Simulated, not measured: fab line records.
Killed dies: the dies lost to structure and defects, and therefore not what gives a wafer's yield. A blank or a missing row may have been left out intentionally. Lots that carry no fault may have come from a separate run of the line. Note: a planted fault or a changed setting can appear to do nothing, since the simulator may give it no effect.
Struck lot and sound lot, side by side | flow rit-cmos | 43 steps out of a route of 202
Sound: wafers L925.1, L925.2, L925.3. Struck: wafer L934.5. (L934.1, L934.6 of the same lot were not struck and are left out.) The cause comes at the end.
Each step with rows lists, per side, the tool, then ch with its chambers, then its first start. Under that, the readings that differ: sound wafers | struck wafers | difference of the means | sigmas: that difference in standard deviations of wafers without a fault.
alike: a reading whose means differ by less than 2 such deviations, as well as words and numbers matching on both sides. not compared: withheld readings; readings where some wafer has no value; bounds like >300 that might hide an equal value; numbers whose values overlap and for which the record gives no deviation.
Wherever a step has rows on one side only, a row that says differs or no value, or a row with sigmas, the two part there. Non-overlapping numbers with no deviation appear without sigmas and do not part them. A reading missing from all wafers of one side parts the sides only when that side holds two or more wafers.

RIT_SDANNEAL_RTA_03: time 5 s.
  sound on rtp-anneal-02 ch 0, day 5 09:11; struck on rtp-anneal-01 ch 0, day 7 06:38
  alike: wafer_temp_C_max
RIT_SDANNEAL_RS_MEAS_04: measurement is done with a four-point probe.
  sound: film-metro-03 at day 5 09:14; struck: film-metro-03 at day 7 06:42
  alike: PSD_RS
RIT_SDANNEAL_RS_MEAS_05: measurement is done with a four-point probe.
  sound: film-metro-03 at day 5 09:21; struck: film-metro-03 at day 7 06:49
  alike: NSD_RS
RIT_SDANNEAL_RS_MEAS_06: measurement is done with a four-point probe.
  sound: film-metro-03 at day 5 09:28; struck: film-metro-03 at day 7 06:56
  alike: PLDD_RS
RIT_SDANNEAL_RS_MEAS_07: measurement is done with a four-point probe.
  sound: film-metro-03 at day 5 09:35; struck: film-metro-03 at day 7 07:04
  alike: NLDD_RS
then, 1 step without rows for these wafers: RIT_SILICIDE_WET_ETCH_00 (etches SiO2 in BOE, target depth 14 nm, time 15 s).
RIT_SILICIDE_SPUTTER_01: material Ti, target thk 30 nm, time 240 s.
  sound: pvd-sputter-01 at day 5 09:44; struck: pvd-sputter-02 at day 7 07:11
  alike: throttle-valve-pct
RIT_SILICIDE_RS_MEAS_02: measurement is done with a four-point probe.
  sound: film-metro-02 at day 5 09:53; struck: film-metro-02 at day 7 07:20
  alike: SILICIDE_TI_RS
RIT_SILICIDE_THK_MEAS_03: measures by xrf.
  sound: film-metro-02 at day 5 10:00; struck: film-metro-02 at day 7 07:28
  alike: SILICIDE_TI_THK
RIT_SILICIDE_RTA_04: time 10 s, ramp up 5 s, ramp down 5 s.
  sound on rtp-anneal-01 ch 0, day 5 10:04; struck on rtp-anneal-02 ch 0, day 7 07:31
  alike: wafer_temp_C_max
then, 1 step without rows for these wafers: RIT_SILICIDE_WET_ETCH_05 (etches Ti in SPM, time 120 s).
RIT_SILICIDE_RTA_06: time 10 s, ramp up 5 s, ramp down 10 s.
  sound on rtp-anneal-02 ch 0, day 5 10:10; struck on rtp-anneal-01 ch 0, day 7 07:41
  alike: wafer_temp_C_max
RIT_CONTACT_CVD_00: deposits SiO2 from TEOS, target thk 400 nm, time 61 s.
  sound on pecvd-01 ch 0,1,2, day 5 10:14; struck on pecvd-01 ch 0, day 7 07:46
  alike: heater-power-w, rf-fwd-power-W
RIT_CONTACT_THK_MEAS_01:
  sound: film-metro-01 at day 5 10:17; struck: film-metro-01 at day 7 07:50
  alike: CONTACT_TEOS_THK
then, 6 steps without rows for these wafers: RIT_CONTACT_HMDS_02 (prime time 60 s); RIT_CONTACT_COAT_03 (resist thk 1000 nm); RIT_CONTACT_SOFTBAKE_04 (time 60 s); RIT_CONTACT_EXPOSE_05 (exposes mask M11, target cd 1000 nm); RIT_CONTACT_PEB_06; RIT_CONTACT_DEVELOP_07 (develop time 120 s).
RIT_CONTACT_CD_MEAS_08 targets a cd of 1000 nm.
  sound: cd-sem-02 at day 5 11:26; struck: cd-sem-02 at day 7 08:52
  alike: cd-nm
RIT_CONTACT_OVL_MEAS_09:
  sound: overlay-02 at day 5 11:33; struck: overlay-02 at day 7 09:01
  reading          | sound       | struck | difference | sigmas
  CONTACT_OVL (nm) | 0.4 0.8 3.2 | -1.6   | -3.1       | -2
then, 1 step without rows for these wafers: RIT_CONTACT_HARDBAKE_10 (time 60 s).
RIT_CONTACT_ETCH_11: etches SiO2 in CHF3/CF4/Ar, stops on TiSi2, target depth 480 nm, time 320 s.
  sound on rie-diel-04 ch 0,1,2, day 5 11:53; struck on rie-diel-04 ch 1, day 7 09:13
  alike: drypump-motor-current-A, oes-product-au, rf-fwd-power-W, throttle-valve-pct
  not compared: rf-hours-counter-h
then, 1 step without rows for these wafers: RIT_CONTACT_STRIP_12 (strips in O2, time 180 s).
RIT_CONTACT_CD_MEAS_90 targets a cd of 1000 nm.
  sound: cd-sem-01 at day 5 12:15; struck: cd-sem-01 at day 7 09:35
  alike: cd-nm
then, 3 steps without rows for these wafers: RIT_CONTACT_CLEAN_13 (cleans in SC1, time 600 s); RIT_CONTACT_CLEAN_14 (cleans in SC2, time 600 s); RIT_M1_SPUTTER_00 (material Al, target thk 400 nm, time 500 s).
RIT_M1_RS_MEAS_01: measurement is done with a four-point probe.
  sound: film-metro-04 at day 5 13:01; struck: film-metro-02 at day 7 10:23
  reading           | sound                | struck | difference | sigmas
  M1_AL_RS (ohm/sq) | 0.0723 0.0722 0.0714 | 0.0736 | +0.0016    | +2
RIT_M1_THK_MEAS_02: measures by xrf.
  sound: film-metro-04 at day 5 13:08; struck: film-metro-02 at day 7 10:30
  alike: M1_AL_THK
then, 6 steps without rows for these wafers: RIT_M1_HMDS_03 (prime time 60 s); RIT_M1_COAT_04 (resist thk 1300 nm); RIT_M1_SOFTBAKE_05 (time 60 s); RIT_M1_EXPOSE_06 (exposes mask M12, target cd 2600 nm); RIT_M1_PEB_07; RIT_M1_DEVELOP_08 (develop time 68 s).
RIT_M1_CD_MEAS_09 targets a cd of 2600 nm.
  sound: cd-sem-02 at day 5 14:04; struck: cd-sem-02 at day 7 11:26
  alike: cd-nm
RIT_M1_OVL_MEAS_10:
  sound: overlay-01 at day 5 14:11; struck: overlay-01 at day 7 11:34
  alike: M1_OVL
then, 3 steps without rows for these wafers: RIT_M1_HARDBAKE_11 (time 120 s); RIT_M1_METAL_ETCH_12 (etches Al in Cl2/BCl3, stops on SiO2, time 165 s, target depth 600 nm); RIT_M1_STRIP_13 (strips in nmp, time 600 s).
RIT_M1_PROBE_99:
  sound: prober-02 at day 5 16:45; struck: prober-01 at day 7 14:18
  reading            | sound | struck | difference | sigmas
  killed-at-contacts | 0 0 0 | 5      | +5         | +22
  alike: killed-at-front-end, killed-dies, killed-open, killed-short

== WHERE THEY PART ==
First at RIT_CONTACT_OVL_MEAS_09; last, within this record, at RIT_M1_PROBE_99.

WHY: whatever the simulator had introduced
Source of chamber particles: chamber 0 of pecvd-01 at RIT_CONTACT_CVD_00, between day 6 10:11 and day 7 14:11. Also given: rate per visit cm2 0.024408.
